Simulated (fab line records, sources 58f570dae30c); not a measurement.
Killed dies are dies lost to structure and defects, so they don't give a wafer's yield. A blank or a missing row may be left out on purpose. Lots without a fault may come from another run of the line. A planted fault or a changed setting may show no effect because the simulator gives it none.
One fault seen from 2 desks | flow berkeley_cmos170 | each desk has only its own numbers; what lay behind them comes last

THE METROLOGY DESK
What the gauges read, lot by lot, whatever tool the lot ran on: means of the sampled wafers that have a number. A lot is out of limits, marked OUT, if its mean lies more than 4 standard deviations from the usual mean; the brackets give that distance.
Columns: A = cd_nm at UCB170_ACTIVE_CD_MEAS_13, usual 1199.7 nm; B = SACOX_OXIDE_THK at UCB170_SACOX_THK_MEAS_02, usual 14.72 nm; C = SCREENOX_OXIDE_THK at UCB170_SCREENOX_THK_MEAS_02, usual 14.3 nm
lot  | first seen here | A                | B     | C
L918 | day 3 22:25     | 1200.6           | 14.46 | 14.3
L920 | day 4 22:23     | 1200.3           | 14.76 | 14.1
L921 | day 5 01:04     | 1199.9           | 14.26 | 14.1
L923 | day 5 07:00     | 1198.6           | 14.46 | 14.4
L924 | day 5 13:12     | 1199.7           | 14.69 | 14.4
L926 | day 5 22:08     | 1173.0 (-18) OUT | 14.42 | 14.2
L925 | day 5 22:25     | 1174.9 (-17) OUT | 14.47 | 14.3
L928 | day 6 07:21     | 1201.9           | 14.38 | 14.6
L935 | day 7 19:13     | 1195.0           | 14.96 | 15.0
L936 | day 7 19:29     | 1198.5           | 14.79 | 14.4
L938 | day 8 09:07     | 1200.1           | 14.78 | 14.0
L939 | day 8 19:44     | 1198.2           | 14.95 | 14.1
L940 | day 9 04:38     | 1201.3           | 14.66 | 13.9
L941 | day 9 11:24     | 1200.8           | 15.14 | 14.8
This desk's finding: out of limits on L925, L926; first on L926, day 5 22:08 (cd_nm at UCB170_ACTIVE_CD_MEAS_13). In limits: L918, L920, L921, L923, L924, L928, L935, L936, L938, L939, L940, L941.

THE TOOL OWNER'S DESK: litho_track-02
The tool's own readings at UCB170_ACTIVE_PEB_11: means of the sampled wafers that have a number, for each lot that ran on this tool. A lot is out of limits, marked OUT, if its mean lies more than 4 standard deviations from the usual mean; the brackets give that distance.
Columns: A = heater_power_total_W at UCB170_ACTIVE_PEB_11, usual 56.80 W; B = plate_temp_C at UCB170_ACTIVE_PEB_11, usual 129.98 C
lot  | first seen here | A               | B
L918 | day 3 22:09     | 56.82           | 130.16
L920 | day 4 22:07     | 56.81           | 129.99
L921 | day 5 00:47     | 56.79           | 130.08
L923 | day 5 06:44     | 56.84           | 129.97
L924 | day 5 12:56     | 56.80           | 129.91
L926 | day 5 21:52     | 59.37 (+64) OUT | 134.52 (+32) OUT
L925 | day 5 22:08     | 59.36 (+64) OUT | 134.41 (+32) OUT
L939 | day 8 19:27     | 56.78           | 130.02
L940 | day 9 04:23     | 56.82           | 130.07
L941 | day 9 11:07     | 56.80           | 129.97
This desk's finding: out of limits on L925, L926; first on L926, day 5 21:52 (heater_power_total_W at UCB170_ACTIVE_PEB_11). In limits: L918, L920, L921, L923, L924, L939, L940, L941.

PUT TOGETHER
The tool owner's desk could have raised an alarm at day 5 21:52, on L925, L926.
The metrology desk could have raised an alarm at day 5 22:08, on L925, L926.
Of the lots named, all ran UCB170_ACTIVE_PEB_11 on litho_track-02.

WHAT THE SIMULATOR HAD PUT IN
Process parameter drift: litho_track-02, from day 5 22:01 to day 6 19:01, at UCB170_ACTIVE_PEB_11. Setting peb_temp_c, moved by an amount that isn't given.
Lots struck among those shown: L925, L926.
